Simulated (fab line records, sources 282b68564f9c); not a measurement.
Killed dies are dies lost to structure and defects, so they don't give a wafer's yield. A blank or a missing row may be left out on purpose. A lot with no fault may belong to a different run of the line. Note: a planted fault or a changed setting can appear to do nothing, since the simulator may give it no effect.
fab line records ; flow rit_cmos
[record] lots = 14; wafers = 42; last_day = 7
route steps=202 shown M1@197
lots that met no fault: taken from a fault-free run of the same line
start_h: start of the lot's first displayed wafer, in hours after the record's first day ; wait_h: how many hours have passed since the lot's step before this one ; " repeats the value in the row above ; L1.1+2: several wafers, shown together as one row ; - no value, or no start given ; * or withheld: withheld ; < > ~ a bound
route shown NAME@n: a module of which the file shows steps, and the number in the route of the first ; usual: mean/standard deviation of fault-free wafers ; same: alike in all rows ; chamber/n: place in a boat ; sites: readings site by site ; _std_site: how widely they spread, as a standard deviation ; _edge_site: inner sites' mean taken away from outer sites' mean ; radius_mm: how far each site lies from the wafer's centre ; mask NAME#n: copy n ; behind: the last tool/chamber to shape the wafer ; hold: why the lot went on hold/how many hours it stayed there/how the hold came to an end ; device: transistor that didn't switch, given as n, p or np ; end of line: at the end of the route, the tests of the same wafers ; a step without rows: its recipe alone ; killed: count of dies lost to structure and defects at first sort (not the wafer's yield) ; map: dies across one wafer; x = killed, . = not, _ = none there
set.NAME: the setting as run; set.NAME@STEP: as run at that earlier step ; model.NAME: the simulator's own value behind a step, which no gauge read
a sample of lots followed through the steps of the route, with each step as a table and each wafer as a row
services: a tool's chamber out of use, with start hour (start_h, from the record's first day; less than 0 if before it), hours out, and reason
[[steps]]
[step RIT_M1_STRIP_13]
[recipe] chemistry = nmp; resist = NOVOLAK; temp_c = 80; time_s = 600; dry = n2_spin
[usual] bath_guard_temp_C = 79.9/0.41; bath_heat_duty_pct = 16.3/1.7
lot.wafer;tool;chamber;start_h;wait_h;bath_guard_temp_C;bath_heat_duty_pct
L741.2;wet_bench-03;2;54.19;0.1;80.0;16.6
L741.4;wet_bench-03;2;54.19;0.1;79.7;17.6
L741.5;wet_bench-03;2;54.19;0.1;79.8;18.2
L742.2;wet_bench-01;0;59.44;0.1;80.2;18.1
L742.4;wet_bench-01;0;59.44;0.1;80.2;16.0
L742.5;wet_bench-01;0;59.44;0.1;79.9;18.7
L743.2;wet_bench-02;0;65.72;0.1;79.4;15.0
L743.3;wet_bench-02;0;65.72;0.1;79.5;14.8
L743.5;wet_bench-02;0;65.72;0.1;79.8;14.1
L744.1;wet_bench-02;1;69.96;0.1;79.7;14.6
L744.3;wet_bench-02;1;69.96;0.1;79.1;14.1
L744.4;wet_bench-02;1;69.96;0.1;79.4;14.4
L747.1;wet_bench-03;3;85.47;0.1;79.5;17.2
L747.2;wet_bench-03;3;85.47;0.1;79.9;17.3
L747.3;wet_bench-03;3;85.47;0.1;80.0;19.9
L749.1;wet_bench-03;3;95.97;0.1;-;-
L749.3;wet_bench-03;3;95.97;0.1;-;-
L749.5;wet_bench-03;3;95.97;0.1;-;-
L751.1;wet_bench-02;0;107.07;0.1;-;-
L751.4;wet_bench-02;0;107.07;0.1;-;-
L751.5;wet_bench-02;0;107.07;0.1;-;-
L754.2;wet_bench-02;2;125.98;0.2;79.8;17.2
L754.3;wet_bench-02;2;125.98;0.2;80.1;16.4
L754.5;wet_bench-02;2;125.98;0.2;79.7;18.0
L755.1;wet_bench-02;3;130.75;0.1;80.1;15.2
L755.2;wet_bench-02;3;130.75;0.1;80.6;14.7
L755.5;wet_bench-02;3;130.75;0.1;80.5;15.6
L756.1;wet_bench-02;2;134.72;0.1;80.0;15.8
L756.2;wet_bench-02;2;134.72;0.1;79.6;17.3
L756.3;wet_bench-02;2;134.72;0.1;80.0;16.3
L757.1;wet_bench-03;3;144.60;0.1;79.7;17.8
L757.3;wet_bench-03;3;144.60;0.1;79.6;18.8
L757.4;wet_bench-03;3;144.60;0.1;79.9;18.6
L758.3;wet_bench-01;0;145.88;0.1;80.1;18.3
L758.4;wet_bench-01;0;145.88;0.1;80.1;17.7
L758.5;wet_bench-01;0;145.88;0.1;80.4;19.1
L760.1;wet_bench-01;2;160.73;0.1;80.0;15.3
L760.3;wet_bench-01;2;160.73;0.1;80.8;16.1
L760.5;wet_bench-01;2;160.73;0.1;80.6;17.1
L761.4;wet_bench-01;3;162.45;0.1;80.4;17.1
L761.5;wet_bench-01;3;162.45;0.1;80.2;15.2
L761.6;wet_bench-01;3;162.45;0.1;80.2;16.3
[step RIT_M1_PROBE_99]
[usual] defect_limited_yield = 97.3/1.1; killed_at_contacts = 0.1/0.31; killed_at_front_end = 7.1/2.8; killed_dies = 7.2/2.8; killed_open = 3.5/2; killed_short = 3.7/1.9; sort_bin_3_pad_short = 0.1/0.22; sort_bin_5_function = 1.6/0.77; sort_bin_6_memory = 1.0/0.59; sort_n_pass = 256.8/2.8; sort_yield_pct = 97.3/1.1
[same] gross_dies = 264; killed_at_M0_to_M3 = 0; killed_at_M4_up = 0; killed_at_back_side = 0; killed_at_other = 0
lot.wafer;tool;chamber;start_h;wait_h;defect_limited_yield[%];killed_at_contacts;killed_at_front_end;killed_dies;killed_open;killed_short;sort_bin_3_pad_short[%];sort_bin_5_function[%];sort_bin_6_memory[%];sort_n_pass;sort_yield_pct[%]
L741.2;prober-01;-;56.33;0.1;95.8;0;11;11;7;4;0;2.7;1.5;253.0;95.8
L741.4;prober-01;-;56.43;0.2;98.5;0;4;4;0;4;0;1.1;0.4;260.0;98.5
L741.5;prober-01;-;56.48;0.2;98.9;0;3;3;1;2;0;0.8;0.4;261.0;98.9
L742.2;prober-02;-;61.58;0.1;95.8;0;11;11;4;7;0;2.3;1.9;253.0;95.8
L742.4;prober-02;-;61.68;0.2;97.7;0;6;6;3;3;0;1.9;0.4;258.0;97.7
L742.5;prober-02;-;61.73;0.2;97.3;0;7;7;3;4;0;1.9;0.8;257.0;97.3
L743.2;prober-01;-;67.87;0.1;97.7;0;6;6;3;3;0;1.9;0.4;258.0;97.7
L743.3;prober-01;-;67.92;0.2;98.1;0;5;5;1;4;0;1.5;0.4;259.0;98.1
L743.5;prober-01;-;68.02;0.2;96.6;0;9;9;5;4;0;2.3;1.1;255.0;96.6
L744.1;prober-02;-;73.67;0.1;98.5;0;4;4;2;2;0;1.1;0.4;260.0;98.5
L744.3;prober-02;-;73.77;0.2;96.6;0;9;9;2;7;0.4;2.3;0.8;255.0;96.6
L744.4;prober-02;-;73.82;0.2;97.0;0;8;8;4;4;0.4;1.5;1.1;256.0;97.0
L747.1;prober-01;-;88.67;0.1;98.1;0;5;5;3;2;0;1.5;0.4;259.0;98.1
L747.2;prober-01;-;88.72;0.1;96.6;0;9;9;6;3;0;2.3;1.1;255.0;96.6
L747.3;prober-01;-;88.77;0.2;98.1;0;5;5;1;4;0.4;0.8;0.8;259.0;98.1
L749.1;prober-01;-;100.19;0.1;98.5;0;4;4;2;2;0.4;0.8;0.4;260.0;98.5
L749.3;prober-01;-;100.29;0.2;97.3;0;7;7;3;4;0;1.1;1.5;257.0;97.3
L749.5;prober-01;-;100.39;0.2;97.7;0;6;6;3;3;0;1.5;0.8;258.0;97.7
L751.1;prober-01;-;110.02;0.1;98.5;0;4;4;2;2;0;1.1;0.4;260.0;98.5
L751.4;prober-01;-;110.17;0.2;95.5;0;12;12;6;6;0.4;2.3;1.9;252.0;95.5
L751.5;prober-01;-;110.22;0.2;97.0;0;8;8;4;4;0.4;1.9;0.8;256.0;97.0
L754.2;prober-02;-;128.72;0.1;97.3;0;7;7;4;3;0.4;1.9;0.4;257.0;97.3
L754.3;prober-02;-;128.77;0.2;95.8;1;10;11;10;1;0.4;2.3;1.5;253.0;95.8
L754.5;prober-02;-;128.87;0.2;99.2;0;2;2;1;1;0;0.4;0.4;262.0;99.2
L755.1;prober-01;-;135.51;0.1;97.3;0;7;7;4;3;0;1.9;0.8;257.0;97.3
L755.2;prober-01;-;135.56;0.1;98.5;0;4;4;3;1;0.4;0;1.1;260.0;98.5
L755.5;prober-01;-;135.71;0.2;96.2;0;10;10;7;3;0.4;2.7;0.8;254.0;96.2
L756.1;prober-02;-;138.48;0.1;97.3;0;7;7;1;6;0;1.5;1.1;257.0;97.3
L756.2;prober-02;-;138.53;0.1;97.7;0;6;6;4;2;0;1.5;0.8;258.0;97.7
L756.3;prober-02;-;138.58;0.2;97.7;0;6;6;1;4;0;1.1;1.1;258.0;97.7
L757.1;prober-01;-;148.97;0.1;96.6;0;9;9;4;3;0;1.9;1.5;255.0;96.6
L757.3;prober-01;-;149.07;0.2;99.2;0;2;2;0;1;0;0.4;0.4;262.0;99.2
L757.4;prober-01;-;149.12;0.2;98.1;0;5;5;2;3;0;0.8;1.1;259.0;98.1
L758.3;prober-02;-;149.10;0.2;97.3;0;7;7;2;5;0;1.5;1.1;257.0;97.3
L758.4;prober-02;-;149.15;0.2;98.1;0;5;5;3;2;0;1.1;0.8;259.0;98.1
L758.5;prober-02;-;149.20;0.2;97.3;0;7;7;4;3;0.8;1.1;0.8;257.0;97.3
L760.1;prober-02;-;163.67;0.1;96.2;0;10;10;4;6;0;2.7;1.1;254.0;96.2
L760.3;prober-02;-;163.77;0.2;97.0;0;8;8;4;4;0;1.9;1.1;256.0;97.0
L760.5;prober-02;-;163.87;0.2;95.8;0;11;11;7;4;0;3.0;1.1;253.0;95.8
L761.4;prober-01;-;165.09;0.2;95.5;0;12;12;6;6;0.4;3.4;0.8;252.0;95.5
L761.5;prober-01;-;165.14;0.2;95.5;1;11;12;7;5;0;2.7;1.9;252.0;95.5
L761.6;prober-01;-;165.19;0.2;96.2;0;10;10;6;4;0;2.3;1.5;254.0;96.2
// killed by level:class
L741.2 GATE:geometric_particle:open=5 GATE:geometric_particle:short=3 SPACER:geometric_particle:open=1 SILICIDE:geometric_particle:open=1 SILICIDE:geometric_particle:short=1
L741.4 GATE:geometric_particle:short=2 FOX1:geometric_particle:short=1 SPACER:geometric_particle:short=1
L741.5 GATE:geometric_particle:short=1 GATE:geometric_particle:open=1 SPACER:geometric_particle:short=1
L742.2 GATE:geometric_particle:open=3 GATE:geometric_particle:short=3 FOX1:geometric_particle:short=1 REOX:geometric_particle:short=1 SPACER:geometric_particle:short=1 SPACER:geometric_particle:open=1 SILICIDE:geometric_particle:short=1
L742.4 FOX2:geometric_particle:short=1 FOX2:geometric_particle:open=1 GATE:geometric_particle:open=1 GATE:geometric_particle:short=1 SPACER:geometric_particle:short=1 SPACER:geometric_particle:open=1
L742.5 GATE:geometric_particle:open=2 FOX1:geometric_particle:short=1 GATE:geometric_particle:short=1 REOX:geometric_particle:short=1 SILICIDE:geometric_particle:open=1 SILICIDE:geometric_particle:short=1
L743.2 GATE:geometric_particle:open=3 FOX2:geometric_particle:short=1 SPACER:geometric_particle:short=1 SILICIDE:geometric_particle:short=1
L743.3 GATE:geometric_particle:short=2 FOX2:geometric_particle:open=1 SPACER:geometric_particle:short=1 SILICIDE:geometric_particle:short=1
L743.5 GATE:geometric_particle:open=4 REOX:geometric_particle:short=2 FOX2:geometric_particle:open=1 FOX2:geometric_particle:short=1 GATE:geometric_particle:short=1
L744.1 SPACER:geometric_particle:open=1 FOX1:geometric_particle:short=1 FOX1:geometric_particle:open=1 SPACER:geometric_particle:short=1
L744.3 SPACER:geometric_particle:short=4 FOX1:geometric_particle:short=1 GATE:geometric_particle:open=1 GATE:geometric_particle:short=1 REOX:geometric_particle:short=1 SPACER:geometric_particle:open=1
L744.4 FOX1:geometric_particle:short=2 GATE:geometric_particle:open=2 SILICIDE:geometric_particle:short=2 FOX1:geometric_particle:open=1 SPACER:geometric_particle:open=1
L747.1 GATE:geometric_particle:open=2 FOX1:geometric_particle:short=1 FOX1:geometric_particle:open=1 GATE:geometric_particle:short=1
L747.2 GATE:geometric_particle:short=3 FOX1:geometric_particle:open=2 GATE:geometric_particle:open=2 FOX2:geometric_particle:open=1 REOX:geometric_particle:open=1
L747.3 GATE:geometric_particle:short=3 GATE:geometric_particle:open=1 SPACER:geometric_particle:short=1
L749.1 GATE:geometric_particle:short=1 GATE:geometric_particle:open=1 SPACER:geometric_particle:short=1 SILICIDE:geometric_particle:open=1
L749.3 GATE:geometric_particle:short=3 GATE:geometric_particle:open=1 SPACER:geometric_particle:open=1 SILICIDE:geometric_particle:short=1 SILICIDE:geometric_particle:open=1
L749.5 GATE:geometric_particle:short=2 FOX1:geometric_particle:open=1 FOX1:geometric_particle:short=1 GATE:geometric_particle:open=1 SPACER:geometric_particle:open=1
L751.1 GATE:geometric_particle:short=1 REOX:geometric_particle:open=1 SILICIDE:geometric_particle:short=1 SILICIDE:geometric_particle:open=1
L751.4 GATE:geometric_particle:short=5 GATE:geometric_particle:open=3 REOX:geometric_particle:open=2 FOX1:geometric_particle:open=1 REOX:geometric_particle:short=1
L751.5 GATE:geometric_particle:short=3 FOX1:geometric_particle:open=1 FOX1:geometric_particle:short=1 FOX2:geometric_particle:open=1 REOX:geometric_particle:open=1 SPACER:geometric_particle:open=1
L754.2 GATE:geometric_particle:open=2 FOX1:geometric_particle:open=1 FOX1:geometric_particle:short=1 FOX2:geometric_particle:short=1 GATE:geometric_particle:short=1 SPACER:geometric_particle:open=1
L754.3 FOX1:geometric_particle:open=6 FOX2:geometric_particle:open=1 GATE:geometric_particle:open=1 REOX:geometric_particle:short=1 SILICIDE:geometric_particle:open=1 CONTACT:geometric_particle:open=1
L754.5 FOX1:geometric_particle:open=1 REOX:geometric_particle:short=1
L755.1 GATE:geometric_particle:open=3 GATE:geometric_particle:short=3 SILICIDE:geometric_particle:open=1
L755.2 SPACER:geometric_particle:open=2 FOX1:geometric_particle:open=1 FOX2:geometric_particle:short=1
L755.5 GATE:geometric_particle:open=4 GATE:geometric_particle:short=2 REOX:geometric_particle:open=1 SPACER:geometric_particle:open=1 SILICIDE:geometric_particle:short=1 SILICIDE:geometric_particle:open=1
L756.1 GATE:geometric_particle:short=2 SILICIDE:geometric_particle:short=2 FOX1:geometric_particle:open=1 FOX1:geometric_particle:short=1 SPACER:geometric_particle:short=1
L756.2 GATE:geometric_particle:open=2 FOX2:geometric_particle:short=1 REOX:geometric_particle:short=1 REOX:geometric_particle:open=1 SPACER:geometric_particle:open=1
L756.3 SILICIDE:geometric_particle:short=2 FOX2:geometric_particle:short=1 FOX2:geometric_particle:open=1 GATE:geometric_particle:short=1 ACTIVE:coat_microbubble_printed=1
L757.1 GATE:geometric_particle:open=3 GATE:geometric_particle:short=2 PSD:coat_microbubble_printed=2 REOX:geometric_particle:open=1 SPACER:geometric_particle:short=1
L757.3 SPACER:geometric_particle:short=1 PSD:coat_microbubble_printed=1
L758.3 GATE:geometric_particle:short=2 FOX1:geometric_particle:short=1 REOX:geometric_particle:open=1 REOX:geometric_particle:short=1 SPACER:geometric_particle:open=1 SILICIDE:geometric_particle:short=1
L757.4 FOX2:geometric_particle:open=2 GATE:geometric_particle:short=2 FOX2:geometric_particle:short=1
L758.4 REOX:geometric_particle:short=2 FOX2:geometric_particle:open=1 GATE:geometric_particle:open=1 SILICIDE:geometric_particle:open=1
L758.5 GATE:geometric_particle:open=3 FOX1:geometric_particle:open=1 FOX1:geometric_particle:short=1 GATE:geometric_particle:short=1 REOX:geometric_particle:short=1
L760.1 FOX2:geometric_particle:open=2 GATE:geometric_particle:short=2 GATE:geometric_particle:open=2 REOX:geometric_particle:short=2 FOX2:geometric_particle:short=1 SILICIDE:geometric_particle:short=1
L760.3 REOX:geometric_particle:short=2 SPACER:geometric_particle:short=2 SILICIDE:geometric_particle:open=2 GATE:geometric_particle:open=1 SPACER:geometric_particle:open=1
L760.5 REOX:geometric_particle:open=3 FOX2:geometric_particle:open=2 GATE:geometric_particle:short=2 GATE:geometric_particle:open=1 REOX:geometric_particle:short=1 SILICIDE:geometric_particle:short=1 SILICIDE:geometric_particle:open=1
L761.4 GATE:geometric_particle:short=5 GATE:geometric_particle:open=5 REOX:geometric_particle:open=1 SPACER:geometric_particle:short=1
L761.5 GATE:geometric_particle:open=3 FOX1:geometric_particle:short=2 FOX2:geometric_particle:short=1 GATE:geometric_particle:short=1 REOX:geometric_particle:open=1 SPACER:geometric_particle:open=1 SPACER:geometric_particle:short=1 SILICIDE:geometric_particle:open=1
L761.6 GATE:geometric_particle:short=2 GATE:geometric_particle:open=2 SPACER:geometric_particle:open=2 REOX:geometric_particle:short=1 REOX:geometric_particle:open=1 SPACER:geometric_particle:short=1 SILICIDE:geometric_particle:open=1
[[services]]
tool;chamber;start_h;hours;kind
wet_bench-01;-;123.79;3.6;repair
[[key]]
[first_sign] step = RIT_M1_STRIP_13; reading = tool_record; direction = missing
effect none on later readings
met_at RIT_M1_STRIP_13
struck_lots L749,L751
onset_between 85.47 95.97
[fault] kind = skipped_step_whole; tool = wet_bench-02,wet_bench-03; chamber = -; onset_h = 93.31; steps = RIT_M1_STRIP_13; scope = struck_lots_only
